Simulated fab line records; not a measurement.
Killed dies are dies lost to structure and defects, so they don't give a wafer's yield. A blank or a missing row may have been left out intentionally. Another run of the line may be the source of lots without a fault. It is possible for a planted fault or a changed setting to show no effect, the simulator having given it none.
The same fault as seen by 2 desks || flow rit-cmos || each desk holds nothing but its own numbers, with what lay behind them at the end

## THE METROLOGY DESK
What the gauges read for every lot (on any tool): the sampled wafers with a number, averaged. If a lot's mean is further than 4 standard deviations from the usual mean, the lot is out of limits and carries the mark OUT (the distance appears in the brackets).
Columns: A = NWELL_RS at RIT_WELLDRIVE_RS_MEAS_01, usual 275.9 ohm/sq; B = PWELL_RS at RIT_WELLDRIVE_RS_MEAS_02, usual 429.8 ohm/sq
{"lot": "L940", "first seen here": "day 2 04:37", "A": 276.3, "B": 429.1}
{"lot": "L941", "first seen here": "day 2 08:58", "A": 276.3, "B": 431.3}
{"lot": "L942", "first seen here": "day 2 13:43", "A": 276.5, "B": 430.0}
{"lot": "L943", "first seen here": "day 2 18:47", "A": 276.0, "B": 429.3}
{"lot": "L944", "first seen here": "day 3 01:01", "A": 276.7, "B": 429.5}
{"lot": "L945", "first seen here": "day 3 06:11", "A": 276.3, "B": 428.3}
{"lot": "L946", "first seen here": "day 3 11:40", "A": 276.1, "B": 431.7}
{"lot": "L948", "first seen here": "day 3 21:05", "A": "258.3 (-24) OUT", "B": "410.8 (-15) OUT"}
{"lot": "L949", "first seen here": "day 4 02:22", "A": 275.0, "B": 430.3}
{"lot": "L950", "first seen here": "day 4 06:40", "A": "259.9 (-22) OUT", "B": "412.4 (-13) OUT"}
{"lot": "L953", "first seen here": "day 5 00:50", "A": "259.9 (-22) OUT", "B": "411.5 (-14) OUT"}
{"lot": "L957", "first seen here": "day 5 19:01", "A": 276.7, "B": 430.1}
{"lot": "L959", "first seen here": "day 6 02:44", "A": 275.6, "B": 429.0}
{"lot": "L960", "first seen here": "day 6 08:51", "A": 276.2, "B": 430.0}
{"lot": "L962", "first seen here": "day 6 19:22", "A": 276.5, "B": 431.2}
This desk reports L948, L950, L953 out of limits; the earliest was L948 at day 3 21:05 (NWELL_RS at RIT_WELLDRIVE_RS_MEAS_01). Within limits: L940, L941, L942, L943, L944, L945, L946, L949, L957, L959, L960, L962.

## FOR THE TOOL OWNER'S DESK: furnace-03
The tool's own readings at RIT_WELLDRIVE_ANNEAL_00 (time 14700 s): means of the sampled wafers that have a number, for each lot that ran on this tool. If a lot's mean is further than 4 standard deviations from the usual mean, the lot is out of limits and carries the mark OUT (the distance appears in the brackets).
Columns: A = spike-tc-centre-C at RIT_WELLDRIVE_ANNEAL_00, usual 1102.7 C; B = spike-tc-load-C at RIT_WELLDRIVE_ANNEAL_00, usual 1126 C; C = spike-tc-source-C at RIT_WELLDRIVE_ANNEAL_00, usual 1128.5 C; D = tube-center-temp-C at RIT_WELLDRIVE_ANNEAL_00, usual 1100 C; E = tube_center_temp_C_max at RIT_WELLDRIVE_ANNEAL_00, usual 1102.8
{"lot": "L941", "first seen here": "day 2 03:50", "A": 1103.2, "B": 1126, "C": 1125.4, "D": 1100, "E": 1103.0}
{"lot": "L944", "first seen here": "day 2 19:55", "A": 1103.1, "B": 1124, "C": 1124.9, "D": 1100, "E": 1102.6}
{"lot": "L945", "first seen here": "day 3 01:05", "A": 1104.0, "B": 1126, "C": 1125.4, "D": 1100, "E": 1102.6}
{"lot": "L948", "first seen here": "day 3 15:59", "A": "1118.7 (+13) OUT", "B": 1139, "C": "1141.6 (+5.7) OUT", "D": "1115 (+99 or more) OUT", "E": "1117.6 (+30) OUT"}
{"lot": "L950", "first seen here": "day 4 01:34", "A": "1118.6 (+13) OUT", "B": "1142 (+4.2) OUT", "C": "1140.9 (+5.4) OUT", "D": "1115 (+99 or more) OUT", "E": "1118.0 (+31) OUT"}
{"lot": "L953", "first seen here": "day 4 19:41", "A": "1118.1 (+13) OUT", "B": "1141 (+4.1) OUT", "C": "1140.8 (+5.4) OUT", "D": "1115 (+99 or more) OUT", "E": "1117.9 (+31) OUT"}
This desk finds L948, L950, L953 out of limits, L948 being first, at day 3 15:59 (spike-tc-centre-C at RIT_WELLDRIVE_ANNEAL_00). Within limits: L941, L944, L945.

## TAKEN TOGETHER
The tool owner's desk had the chance to raise an alarm at day 3 15:59 on L948, L950, L953.
An alarm was possible from the metrology desk at day 3 21:05, on L948, L950, L953.
Every lot named ran RIT_WELLDRIVE_ANNEAL_00 on furnace-03.

## WHAT THE SIMULATOR HAD INSERTED
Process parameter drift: furnace-03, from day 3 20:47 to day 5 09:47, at RIT_WELLDRIVE_ANNEAL_00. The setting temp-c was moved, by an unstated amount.
Struck lots among those shown: L948, L950, L953.
